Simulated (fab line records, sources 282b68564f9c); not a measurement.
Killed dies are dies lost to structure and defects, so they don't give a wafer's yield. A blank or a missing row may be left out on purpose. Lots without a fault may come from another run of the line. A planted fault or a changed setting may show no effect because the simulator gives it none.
fab line records | flow rit_cmos
record lots=5 wafers=23
route steps=202 shown NWELL@29 PWELL@40 WELLDRIVE@50 GATE@84 REOX@101 PLDD@115 M1@202
start_h: hours from the record's first day to the start of the lot's first wafer shown | wait_h: hours since the lot's step before | " the same as in the row above | L1.1+2: a row that stands for several wafers | - no value, or no start given | * or withheld: withheld | < > ~ a bound
route shown NAME@n: a module of which the file shows steps, and the number in the route of the first | usual: mean/standard deviation of fault-free wafers | same: alike in all rows | chamber/n: place in a boat | sites: the reading at each site | _std_site: their standard deviation | _edge_site: outer sites' mean less inner sites' | radius_mm: how far each site lies from the wafer's centre | mask NAME#n: copy n | behind: the tool/chamber that last shaped the wafer | hold: why the lot was held/for how many hours/how that ended | device: the transistor (n, p or np) that didn't switch | end of line: the same wafers' tests at the end of the route | a step without rows: its recipe alone | killed: dies lost to structure and defects at the first sort, not the wafer's yield | map: a wafer's dies, x killed, . not, _ none there
set.NAME: the setting as run; set.NAME@STEP: as run at that earlier step | model.NAME: the simulator's own value behind a step, which no gauge read
lots whose settings were changed on purpose; a table a step, a row a wafer
## steps
# step RIT_NWELL_COAT_01
# recipe resist=NOVOLAK spin_rpm=2000 resist_thk_nm=1300
# columns lot.wafer tool chamber start_h wait_h set.resist_thk_nm model.NOVOLAK_of_NWELL_COAT_01.thk_nm
L076.1+6 litho_track-03 0 29.45 0.1 1300 1309
L076.2 " 0 " " 1300 1308
L076.4 " 0 " " 1300 1310
L076.5 " 0 " " 1300 1307
L077.1 litho_track-03 0 34.81 0.1 1272 1275
L077.2 " 0 " " 1300 1300
L077.3 " 0 " " 1300 1302
L077.5 " 0 " " 1272 1278
L077.6 " 0 " " 1300 1301
L078.2 litho_track-03 0 40.03 0.1 1300 1306
L078.3 " 0 " " 1300 1304
L078.4 " 0 " " 1260 1270
L078.5 " 0 " " 1260 1262
L078.6 " 0 " " 1260 1268
L080.2 litho_track-02 0 49.45 0.1 1300 1307
L080.3 " 0 " " 1300 1305
L080.5 " 0 " " 1300 1303
L081.1+4 litho_track-01 0 54.79 0.1 1300 1302
L081.2 " 0 " " 1300 1301
L081.3 " 0 " " 1300 1305
L081.5 " 0 " " 1300 1303
# step RIT_NWELL_SOFTBAKE_02
# recipe resist=NOVOLAK temp_c=90 time_s=60
# step RIT_NWELL_EXPOSE_03
# recipe mask_id=M2 na=0.57 target_cd_nm=43900 dose_mj=250
# step RIT_NWELL_DEVELOP_05
# recipe resist=NOVOLAK develop_time_s=68 dev_temp_c=23
# step RIT_NWELL_HARDBAKE_07
# recipe resist=NOVOLAK temp_c=140 time_s=120
# columns lot.wafer tool chamber start_h wait_h set.resist_thk_nm@NWELL_COAT_01 model.NOVOLAK_of_NWELL_COAT_01.thk_nm
L076.1+4 litho_track-03 0 30.22 0.0 1300 1145
L076.2+6 " 0 " " 1300 1144
L076.5 " 0 " " 1300 1143
L077.1 litho_track-02 0 35.70 0.0 1272 1115
L077.2 " 0 " " 1300 1137
L077.3+6 " 0 " " 1300 1138
L077.5 " 0 " " 1272 1118
L078.2 litho_track-02 0 40.81 0.1 1300 1142
L078.3 " 0 " " 1300 1140
L078.4 " 0 " " 1260 1111
L078.5 " 0 " " 1260 1104
L078.6 " 0 " " 1260 1110
L080.2 litho_track-01 0 50.36 0.1 1300 1143
L080.3 " 0 " " 1300 1141
L080.5 " 0 " " 1300 1140
L081.1+4 litho_track-02 0 55.68 0.0 1300 1139
L081.2 " 0 " " 1300 1138
L081.3 " 0 " " 1300 1141
L081.5 " 0 " " 1300 1140
# step RIT_PWELL_COAT_01
# recipe resist=NOVOLAK spin_rpm=2000 resist_thk_nm=1300
# columns lot.wafer tool chamber start_h wait_h set.resist_thk_nm model.NOVOLAK_of_PWELL_COAT_01.thk_nm
L076.1+2 litho_track-03 0 31.00 0.1 1300 1302
L076.4 " 0 " " 1300 1298
L076.5 " 0 " " 1365 1369
L076.6 " 0 " " 1365 1368
L077.1 litho_track-03 0 36.48 0.1 1300 1304
L077.2 " 0 " " 1343 1343
L077.3 " 0 " " 1343 1345
L077.5 " 0 " " 1343 1342
L077.6 " 0 " " 1300 1299
L078.2 litho_track-03 0 41.58 0.1 1300 1304
L078.3 " 0 " " 1274 1278
L078.4 " 0 " " 1274 1275
L078.5 " 0 " " 1274 1276
L078.6 " 0 " " 1300 1299
L080.2 litho_track-04 0 51.13 0.1 1300 1300
L080.3 " 0 " " 1300 1301
L080.5 " 0 " " 1300 1299
L081.1+4 litho_track-03 0 56.47 0.1 1300 1304
L081.2 " 0 " " 1300 1312
L081.3 " 0 " " 1300 1308
L081.5 " 0 " " 1300 1307
# step RIT_PWELL_SOFTBAKE_02
# recipe resist=NOVOLAK temp_c=90 time_s=60
# step RIT_PWELL_EXPOSE_03
# recipe mask_id=M3 na=0.57 target_cd_nm=43700 dose_mj=250
# step RIT_PWELL_DEVELOP_05
# recipe resist=NOVOLAK develop_time_s=68 dev_temp_c=23
# step RIT_PWELL_HARDBAKE_07
# recipe resist=NOVOLAK temp_c=140 time_s=120
# columns lot.wafer tool chamber start_h wait_h set.resist_thk_nm@PWELL_COAT_01 model.NOVOLAK_of_PWELL_COAT_01.thk_nm
L076.1+2 litho_track-04 0 32.01 0.0 1300 1138
L076.4 " 0 " " 1300 1135
L076.5+6 " 0 " " 1365 1196
L077.1 litho_track-04 0 37.38 0.0 1300 1140
L077.2 " 0 " " 1343 1174
L077.3 " 0 " " 1343 1176
L077.5 " 0 " " 1343 1173
L077.6 " 0 " " 1300 1136
L078.2 litho_track-01 0 42.36 0.1 1300 1140
L078.3 " 0 " " 1274 1118
L078.4 " 0 " " 1274 1115
L078.5 " 0 " " 1274 1116
L078.6 " 0 " " 1300 1136
L080.2 litho_track-04 0 51.91 0.1 1300 1137
L080.3 " 0 " " 1300 1138
L080.5 " 0 " " 1300 1136
L081.1+4 litho_track-03 0 57.23 0.0 1300 1140
L081.2 " 0 " " 1300 1147
L081.3 " 0 " " 1300 1144
L081.5 " 0 " " 1300 1143
# step RIT_PWELL_IMPLANT_08
# recipe species=B energy_kev=170 dose_cm2=7e+13 tilt_deg=7
# columns lot.wafer tool chamber start_h wait_h set.dose_cm2
L076.1+2+6 implanter-02 0 32.26 0.2 7e+13
L076.4+5 " 0 " " 6.491e+13
L077.1+2+3+5+6 implanter-02 0 37.63 0.2 7e+13
L078.2+4+6 implanter-02 0 42.59 0.2 7.488e+13
L078.3+5 " 0 " " 7e+13
L080.2+3+5 implanter-01 0 52.14 0.2 7e+13
L081.1+2+3+4+5 implanter-02 0 57.48 0.2 7e+13
# step RIT_PWELL_STRIP_09
# recipe chemistry=O2 time_s=180 resist=NOVOLAK platen_temp_c=withheld power_w=500 pressure_mtorr=4000 o2_flow_sccm=4000
# step RIT_PWELL_TW_MEAS_10
# usual PWELL_TW=955/5.6
# columns lot.wafer tool chamber start_h wait_h set.dose_cm2@PWELL_IMPLANT_08 PWELL_TW
L076.1 film_metro-03 - 32.58 0.1 7e+13 947
L076.2 " - " " 7e+13 945
L076.4 " - " " 6.491e+13 925
L076.5 " - " " 6.491e+13 917
L076.6 " - " " 7e+13 945
L077.1 film_metro-04 - 37.95 0.1 7e+13 958
L077.2 " - " " 7e+13 954
L077.3 " - " " 7e+13 959
L077.5 " - " " 7e+13 959
L077.6 " - " " 7e+13 962
L078.2 film_metro-04 - 42.90 0.1 7.488e+13 982
L078.3 " - " " 7e+13 953
L078.4 " - " " 7.488e+13 975
L078.5 " - " " 7e+13 952
L078.6 " - " " 7.488e+13 973
L080.2 film_metro-02 - 52.45 0.1 7e+13 956
L080.3 " - " " 7e+13 956
L080.5 " - " " 7e+13 960
L081.1 film_metro-02 - 57.81 0.1 7e+13 957
L081.2 " - " " 7e+13 954
L081.3 " - " " 7e+13 960
L081.4 " - " " 7e+13 956
L081.5 " - " " 7e+13 957
# step RIT_WELLDRIVE_ANNEAL_00
# recipe temp_c=1100 time_s=14700 ambient=N2
# step RIT_WELLDRIVE_RS_MEAS_02
# recipe thk_meas_gauge=four-point-probe
# usual PWELL_RS=430.3/1.5
# columns lot.wafer tool chamber start_h wait_h set.dose_cm2@PWELL_IMPLANT_08 PWELL_RS[ohm/sq]
L076.1 film_metro-03 - 38.22 0.1 7e+13 431.2
L076.2 " - " " 7e+13 431.7
L076.4 " - " " 6.491e+13 452.1
L076.5 " - " " 6.491e+13 451.5
L076.6 " - " " 7e+13 430.3
L077.1 film_metro-02 - 43.30 0.1 7e+13 429.4
L077.2 " - " " 7e+13 430.2
L077.3 " - " " 7e+13 429.5
L077.5 " - " " 7e+13 428.1
L077.6 " - " " 7e+13 429.1
L078.2 film_metro-04 - 48.22 0.1 7.488e+13 413.0
L078.3 " - " " 7e+13 432.5
L078.4 " - " " 7.488e+13 413.3
L078.5 " - " " 7e+13 431.9
L078.6 " - " " 7.488e+13 412.7
L080.2 film_metro-04 - 58.12 0.1 7e+13 428.5
L080.3 " - " " 7e+13 430.0
L080.5 " - " " 7e+13 429.4
L081.1 film_metro-03 - 63.19 0.1 7e+13 431.2
L081.2 " - " " 7e+13 431.1
L081.3 " - " " 7e+13 429.2
L081.4 " - " " 7e+13 429.8
L081.5 " - " " 7e+13 430.6
# step RIT_GATE_CVD_08
# recipe material=poly-Si target_thk_nm=250 temp_c=610 precursor=SiH4 time_s=2220 pressure_mtorr=300 sih4_flow_sccm=100
# columns lot.wafer tool chamber start_h wait_h set.pressure_mtorr model.poly-Si_of_GATE_CVD_08.thk_nm
L076.1 - - - 0.1 313.2 258.7
L076.2 " - " " 313.2 259.6
L076.4 " - " " 313.2 258.9
L076.5 " - " " 313.2 260.6
L076.6 " - " " 313.2 260.1
L077.1 - - - 0.1 300 250
L077.2+3 " - " " 300 249.3
L077.5 " - " " 300 250.5
L077.6 " - " " 300 250.9
L078.2 - - - 2.3 300 252.4
L078.3 " - " " 300 249.5
L078.4 " - " " 300 251.2
L078.5 " - " " 300 251
L078.6 " - " " 300 252.6
L080.2 lpcvd-02 0 67.52 0.0 300 250.7
L080.3 " 0 " " 300 249.8
L080.5 " 0 " " 300 252.5
L081.1 - - - 0.1 287.4 246.1
L081.2 " - " " 287.4 244.4
L081.3 " - " " 287.4 244.7
L081.4 " - " " 287.4 245.7
L081.5 " - " " 287.4 246.9
# step RIT_GATE_THK_MEAS_09
# recipe reads=poly-Si_of_GATE_CVD_08
# usual GATE_POLY_THK=251.3/2.5
# columns lot.wafer tool chamber start_h wait_h set.pressure_mtorr@GATE_CVD_08 GATE_POLY_THK[nm]
L076.1 film_metro-04 - - - 313.2 258.7
L076.2 " - " " 313.2 259.6
L076.4 " - " " 313.2 258.7
L076.5 " - " " 313.2 260.4
L076.6 " - " " 313.2 260.0
L077.1 film_metro-04 - - - 300 249.9
L077.2 " - " " 300 249.5
L077.3 " - " " 300 249.4
L077.5 " - " " 300 250.5
L077.6 " - " " 300 251.1
L078.2 film_metro-01 - - - 300 252.5
L078.3 " - " " 300 249.6
L078.4 " - " " 300 251.3
L078.5 " - " " 300 250.8
L078.6 " - " " 300 252.6
L080.2 film_metro-02 - 69.95 0.0 300 251.0
L080.3 " - " " 300 249.9
L080.5 " - " " 300 252.3
L081.1 film_metro-04 - - - 287.4 246.1
L081.2 " - " " 287.4 244.3
L081.3 " - " " 287.4 244.6
L081.4 " - " " 287.4 245.7
L081.5 " - " " 287.4 247.0
# step RIT_GATE_COAT_11
# recipe resist=NOVOLAK spin_rpm=4250 resist_thk_nm=850
# columns lot.wafer tool chamber start_h wait_h set.resist_thk_nm model.NOVOLAK_of_GATE_COAT_11.thk_nm
L076.1 litho_track-01 0 45.36 0.1 850 850.7
L076.2 " 0 " " 850 849.7
L076.4 " 0 " " 850 850.2
L076.5 " 0 " " 850 850
L076.6 " 0 " " 850 851.3
L077.1 litho_track-02 0 52.93 0.1 850 852.5
L077.2 " 0 " " 850 850.2
L077.3 " 0 " " 850 849.4
L077.5 " 0 " " 888.6 891.7
L077.6 " 0 " " 888.6 889.8
L078.2 litho_track-01 0 58.36 0.1 850 845.6
L078.3 " 0 " " 850 843.6
L078.4 " 0 " " 850 842.6
L078.5 " 0 " " 850 844.7
L078.6 " 0 " " 850 844.6
L080.2 litho_track-03 0 70.18 0.1 850 853.3
L080.3 " 0 " " 850 850.4
L080.5 " 0 " " 850 851.7
L081.1 litho_track-01 0 70.69 0.1 800.1 793.2
L081.2 " 0 " " 800.1 795.9
L081.3 " 0 " " 850 842.7
L081.4 " 0 " " 850 844.5
L081.5 " 0 " " 850 845.7
# step RIT_GATE_SOFTBAKE_12
# recipe resist=NOVOLAK temp_c=90 time_s=60
# step RIT_GATE_EXPOSE_13
# recipe mask_id=M6 na=0.6 source_shape=conventional sigma_outer=0.6 target_cd_nm=150 dose_mj=380
# step RIT_GATE_PEB_14
# recipe resist=NOVOLAK temp_c=withheld time_s=withheld
# step RIT_GATE_DEVELOP_15
# recipe resist=NOVOLAK develop_time_s=50 dev_temp_c=23
# step RIT_GATE_CD_MEAS_16
# recipe target_cd_nm=150
# usual cd_nm=151.0/2.2
# columns lot.wafer tool chamber start_h wait_h set.resist_thk_nm@GATE_COAT_11 cd_nm
L076.1 cd_sem-02 - 46.06 - 850 149.9
L076.2 " - " " 850 148.2
L076.4 " - " " 850 151.0
L076.5 " - " " 850 151.2
L076.6 " - " " 850 151.2
L077.1 cd_sem-02 - 53.75 - 850 151.2
L077.2 " - " " 850 150.4
L077.3 " - " " 850 152.5
L077.5 " - " " 888.6 159.6
L077.6 " - " " 888.6 158.3
L078.2 cd_sem-01 - 59.05 - 850 149.4
L078.3 " - " " 850 150.3
L078.4 " - " " 850 148.4
L078.5 " - " " 850 151.6
L078.6 " - " " 850 151.1
L080.2 cd_sem-01 - 71.07 - 850 152.4
L080.3 " - " " 850 151.8
L080.5 " - " " 850 152.4
L081.1 cd_sem-02 - 71.39 - 800.1 139.3
L081.2 " - " " 800.1 141.9
L081.3 " - " " 850 149.2
L081.4 " - " " 850 150.4
L081.5 " - " " 850 149.8
# step RIT_GATE_HARDBAKE_18
# recipe resist=NOVOLAK temp_c=140 time_s=60
# columns lot.wafer tool chamber start_h wait_h set.resist_thk_nm@GATE_COAT_11 model.NOVOLAK_of_GATE_COAT_11.thk_nm
L076.1 litho_track-03 0 46.21 0.0 850 753
L076.2 " 0 " " 850 752.3
L076.4 " 0 " " 850 752.7
L076.5 " 0 " " 850 752.4
L076.6 " 0 " " 850 753.6
L077.1 litho_track-02 0 53.91 0.0 850 754.7
L077.2 " 0 " " 850 752.6
L077.3 " 0 " " 850 752
L077.5 " 0 " " 888.6 788.9
L077.6 " 0 " " 888.6 787.3
L078.2 litho_track-01 0 59.21 0.0 850 748.7
L078.3 " 0 " " 850 746.9
L078.4 " 0 " " 850 746
L078.5 " 0 " " 850 747.9
L078.6 " 0 " " 850 747.7
L080.2 litho_track-02 0 71.42 0.2 850 755.3
L080.3 " 0 " " 850 752.8
L080.5 " 0 " " 850 754
L081.1 litho_track-03 0 71.55 0.0 800.1 702.7
L081.2 " 0 " " 800.1 705.1
L081.3 " 0 " " 850 746.1
L081.4 " 0 " " 850 747.6
L081.5 " 0 " " 850 748.8
# step RIT_GATE_ETCH_19
# recipe chemistry=SF6/CHF3/O2 time_s=165 SF6_flow_sccm=30 CHF3_flow_sccm=30 O2_flow_sccm=5 target=poly-Si pressure_mtorr=40 rf_w=160 target_depth_a=3125 over_etch_frac=0.25 stop_on=SiO2
# columns lot.wafer tool chamber start_h wait_h set.pressure_mtorr@GATE_CVD_08 set.resist_thk_nm@GATE_COAT_11 model.NOVOLAK_of_GATE_COAT_11.thk_nm model.GATE.cd_nm model.GATE.feature_depth_nm
L076.1 rie_si-02 1 46.36 0.1 313.2 850 667.2 149.9 258.7
L076.2 " 3 " " 313.2 850 667.7 148.4 259.6
L076.4 " 2 " " 313.2 850 669.8 151.2 258.9
L076.5 " 2 " " 313.2 850 669.8 150.8 260.6
L076.6 " 3 " " 313.2 850 669.1 151.1 260.1
L077.1 rie_si-01 1 54.06 0.1 300 850 673.1 151.2 250
L077.2 " 3 " " 300 850 668.6 150.8 249.3
L077.3 " 0 " " 300 850 669.7 152.6 249.3
L077.5 " 2 " " 300 888.6 706.2 159.6 250.5
L077.6 " 1 " " 300 888.6 707.1 158.3 250.9
L078.2 rie_si-02 2 59.34 0.1 300 850 665.3 149.5 252.4
L078.3 " 0 " " 300 850 664.1 150.2 249.5
L078.4 " 1 " " 300 850 660.2 148.6 251.2
L078.5 " 0 " " 300 850 665.2 152.1 251
L078.6 " 1 " " 300 850 661.7 151.3 252.6
L080.2 rie_si-02 0 71.54 0.1 300 850 671.9 152.1 250.7
L080.3 " 2 " " 300 850 669.8 151.8 249.8
L080.5 " 2 " " 300 850 670.4 152.2 252.5
L081.1 rie_si-01 1 71.70 0.1 287.4 800.1 621.5 139.3 246.1
L081.2 " 3 " " 287.4 800.1 622 141.7 244.4
L081.3 " 2 " " 287.4 850 663 149 244.7
L081.4 " 0 " " 287.4 850 665.8 150.3 245.7
L081.5 " 1 " " 287.4 850 667.7 150 246.9
# step RIT_GATE_STRIP_20
# recipe chemistry=O2 time_s=180 resist=NOVOLAK platen_temp_c=withheld power_w=500 pressure_mtorr=4000 o2_flow_sccm=4000
# step RIT_GATE_CD_MEAS_90
# recipe target_cd_nm=150
# usual cd_nm=151.0/2.1
# columns lot.wafer tool chamber start_h wait_h set.resist_thk_nm@GATE_COAT_11 cd_nm
L076.1 cd_sem-01 - 46.65 0.1 850 150.1
L076.2 " - " " 850 148.5
L076.4 " - " " 850 151.2
L076.5 " - " " 850 150.7
L076.6 " - " " 850 151.2
L077.1 cd_sem-01 - 54.34 0.1 850 150.9
L077.2 " - " " 850 150.7
L077.3 " - " " 850 152.4
L077.5 " - " " 888.6 159.9
L077.6 " - " " 888.6 158.6
L078.2 cd_sem-01 - 59.64 0.1 850 149.5
L078.3 " - " " 850 150.2
L078.4 " - " " 850 148.5
L078.5 " - " " 850 152.3
L078.6 " - " " 850 151.4
L080.2 cd_sem-02 - 71.85 0.1 850 151.9
L080.3 " - " " 850 151.5
L080.5 " - " " 850 152.4
L081.1 cd_sem-01 - 71.98 0.1 800.1 139.4
L081.2 " - " " 800.1 141.3
L081.3 " - " " 850 148.6
L081.4 " - " " 850 150.2
L081.5 " - " " 850 150.0
# step RIT_REOX_OXIDATION_03
# recipe temp_c=900 ambient=O2 target_thk_a=252 ox_time_s=5580
# columns lot.wafer tool chamber start_h wait_h set.ox_time_s model.SiO2_of_REOX_OXIDATION_03.thk_nm
L076.1 - - - 0.0 6120 26.11
L076.2 " - " " 6120 25.84
L076.4 " - " " 6120 26.47
L076.5 " - " " 6120 25.93
L076.6 " - " " 6120 25.82
L077.1 - - - 0.0 5112 23.49
L077.2 " - " " 5112 23.63
L077.3 " - " " 5112 23.44
L077.5 " - " " 5112 23.5
L077.6 " - " " 5112 23.24
L078.2 - - - 0.0 6129 27.01
L078.3 " - " " 6129 26.58
L078.4 " - " " 6129 27.03
L078.5 " - " " 6129 26.8
L078.6 " - " " 6129 27
L080.2 furnace-01 0 72.35 0.0 5580 25.69
L080.3 " 0 " " 5580 25.42
L080.5 " 0 " " 5580 25.53
L081.1 - - - 0.0 6010 26.23
L081.2 " - " " 6010 26.02
L081.3 " - " " 6010 26.2
L081.4 " - " " 6010 25.84
L081.5 " - " " 6010 25.95
# step RIT_PLDD_COAT_01
# recipe resist=NOVOLAK spin_rpm=3250 resist_thk_nm=1000
# columns lot.wafer tool chamber start_h wait_h set.resist_thk_nm model.NOVOLAK_of_PLDD_COAT_01.thk_nm
L076.1 litho_track-03 0 51.35 0.1 1036 1040
L076.2 " 0 " " 1036 1036
L076.4 " 0 " " 1000 1005
L076.5 " 0 " " 1000 1004
L076.6 " 0 " " 1036 1037
L077.1 litho_track-03 0 59.09 0.1 1000 1006
L077.2 " 0 " " 1000 1005
L077.3 " 0 " " 949.3 954.2
L077.5 " 0 " " 1000 1004
L077.6 " 0 " " 949.3 952.5
L078.2+3+6 litho_track-04 0 64.32 0.1 1000 1002
L078.4 " 0 " " 1000 1003
L078.5 " 0 " " 1000 998.9
L080.2 litho_track-03 0 76.68 0.1 1000 1000
L080.3+5 " 0 " " 1000 1001
L081.1 litho_track-04 0 76.90 0.1 1000 995.2
L081.2 " 0 " " 1000 996.1
L081.3 " 0 " " 947 940.6
L081.4 " 0 " " 1000 995.9
L081.5 " 0 " " 947 943.7
# step RIT_PLDD_SOFTBAKE_02
# recipe resist=NOVOLAK temp_c=90 time_s=60
# step RIT_PLDD_EXPOSE_03
# recipe mask_id=M8 na=0.57 target_cd_nm=40900 dose_mj=250
# step RIT_PLDD_DEVELOP_05
# recipe resist=NOVOLAK develop_time_s=50 dev_temp_c=23
# step RIT_PLDD_HARDBAKE_07
# recipe resist=NOVOLAK temp_c=140 time_s=60
# columns lot.wafer tool chamber start_h wait_h set.resist_thk_nm@PLDD_COAT_01 model.NOVOLAK_of_PLDD_COAT_01.thk_nm
L076.1 litho_track-02 0 52.08 0.0 1036 919.2
L076.2 " 0 " " 1036 915.7
L076.4 " 0 " " 1000 888.3
L076.5 " 0 " " 1000 887
L076.6 " 0 " " 1036 916.1
L077.1 litho_track-03 0 59.83 0.0 1000 888.8
L077.2 " 0 " " 1000 888.5
L077.3 " 0 " " 949.3 843.6
L077.5 " 0 " " 1000 887.1
L077.6 " 0 " " 949.3 842.2
L078.2 litho_track-04 0 65.05 0.0 1000 885.5
L078.3 " 0 " " 1000 885.6
L078.4 " 0 " " 1000 886.2
L078.5 " 0 " " 1000 882.8
L078.6 " 0 " " 1000 885.2
L080.2 litho_track-02 0 77.42 0.0 1000 883.8
L080.3 " 0 " " 1000 885
L080.5 " 0 " " 1000 884.3
L081.1 litho_track-03 0 77.76 0.0 1000 879.5
L081.2 " 0 " " 1000 880.3
L081.3 " 0 " " 947 831.7
L081.4 " 0 " " 1000 880.1
L081.5 " 0 " " 947 834.5
# step RIT_M1_PROBE_99
# columns lot.wafer tool chamber start_h wait_h set.resist_thk_nm@GATE_COAT_11 model.etest.pmos_0p15.r_on_ohm_um
L076.1 prober-01 - 70.17 0.1 850 3094
L076.5 prober-01 - 70.37 0.2 850 3008
L076.6 prober-01 - 70.42 0.2 850 3056
L077.1 prober-02 - 76.52 0.1 850 2612
L077.2 prober-02 - 76.57 0.1 850 2698
L077.3 prober-02 - 76.62 0.2 850 2672
L077.5 prober-02 - 76.72 0.2 888.6 2872
L077.6 prober-02 - 76.77 0.2 888.6 2800
L078.2 prober-01 - 79.51 0.1 850 2890
L078.3 prober-01 - 79.56 0.2 850 2868
L078.4 prober-01 - 79.61 0.2 850 2851
L078.5 prober-01 - 79.66 0.2 850 2871
L078.6 prober-01 - 79.71 0.2 850 2958
L080.2 prober-01 - 91.53 0.1 850 2819
L080.3 prober-01 - 91.58 0.2 850 2803
L080.5 prober-01 - 91.68 0.2 850 2800
L081.1 prober-02 - 92.98 0.1 800.1 2600
L081.2 prober-02 - 93.03 0.1 800.1 2545
L081.3 prober-02 - 93.08 0.2 850 2818
L081.4 prober-02 - 93.13 0.2 850 2772
L081.5 prober-02 - 93.18 0.2 850 2820
# killed by level:class
L080.2 GATE:geometric_particle:open=1 SPACER:geometric_particle:short=1 SILICIDE:geometric_particle:short=1 SILICIDE:geometric_particle:open=1
L080.3 SPACER:geometric_particle:short=2 FOX1:geometric_particle:short=1 GATE:geometric_particle:short=1 GATE:geometric_particle:open=1 REOX:geometric_particle:open=1 SILICIDE:geometric_particle:short=1
L080.5 REOX:geometric_particle:short=2 FOX2:geometric_particle:open=1 GATE:geometric_particle:short=1 GATE:geometric_particle:open=1
## key
split step=RIT_NWELL_COAT_01 setting=resist_thk_nm stated=1300 by=wafer
response step=RIT_NWELL_COAT_01 reading=model.NOVOLAK_of_NWELL_COAT_01.thk_nm change=+12.1 per=1% r=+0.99
response step=RIT_NWELL_HARDBAKE_07 reading=model.NOVOLAK_of_NWELL_COAT_01.thk_nm change=+10.4 per=1% r=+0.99
split step=RIT_PWELL_COAT_01 setting=resist_thk_nm stated=1300 by=wafer
response step=RIT_PWELL_COAT_01 reading=model.NOVOLAK_of_PWELL_COAT_01.thk_nm change=+13.3 per=1% r=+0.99
response step=RIT_PWELL_HARDBAKE_07 reading=model.NOVOLAK_of_PWELL_COAT_01.thk_nm change=+11.5 per=1% r=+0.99
split step=RIT_PWELL_IMPLANT_08 setting=dose_cm2 stated=7e+13 by=wafer
response step=RIT_PWELL_TW_MEAS_10 reading=PWELL_TW change=+3.4 per=1% r=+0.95
response step=RIT_WELLDRIVE_RS_MEAS_02 reading=PWELL_RS change=-2.81 per=1% r=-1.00
split step=RIT_GATE_CVD_08 setting=pressure_mtorr stated=300 by=lot
response step=RIT_GATE_CVD_08 reading=model.poly-Si_of_GATE_CVD_08.thk_nm change=+1.64 per=1% r=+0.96
response step=RIT_GATE_THK_MEAS_09 reading=GATE_POLY_THK change=+1.63 per=1% r=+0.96
response step=RIT_GATE_ETCH_19 reading=model.GATE.feature_depth_nm change=+1.64 per=1% r=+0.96
split step=RIT_GATE_COAT_11 setting=resist_thk_nm stated=850 by=wafer
response step=RIT_GATE_COAT_11 reading=model.NOVOLAK_of_GATE_COAT_11.thk_nm change=+8.6 per=1% r=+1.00
response step=RIT_GATE_CD_MEAS_16 reading=cd_nm change=+1.61 per=1% r=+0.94
response step=RIT_GATE_HARDBAKE_18 reading=model.NOVOLAK_of_GATE_COAT_11.thk_nm change=+7.53 per=1% r=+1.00
response step=RIT_GATE_ETCH_19 reading=model.NOVOLAK_of_GATE_COAT_11.thk_nm change=+7.65 per=1% r=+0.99
response step=RIT_GATE_ETCH_19 reading=model.GATE.cd_nm change=+1.6 per=1% r=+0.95
response step=RIT_GATE_CD_MEAS_90 reading=cd_nm change=+1.63 per=1% r=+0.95
response step=RIT_M1_PROBE_99 reading=model.etest.pmos_0p15.r_on_ohm_um change=+39 per=1% r=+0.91
split step=RIT_REOX_OXIDATION_03 setting=ox_time_s stated=5580 by=lot
response step=RIT_REOX_OXIDATION_03 reading=model.SiO2_of_REOX_OXIDATION_03.thk_nm change=+0.158 per=1% r=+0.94
split step=RIT_PLDD_COAT_01 setting=resist_thk_nm stated=1000 by=wafer
response step=RIT_PLDD_COAT_01 reading=model.NOVOLAK_of_PLDD_COAT_01.thk_nm change=+9.98 per=1% r=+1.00
response step=RIT_PLDD_HARDBAKE_07 reading=model.NOVOLAK_of_PLDD_COAT_01.thk_nm change=+8.74 per=1% r=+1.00
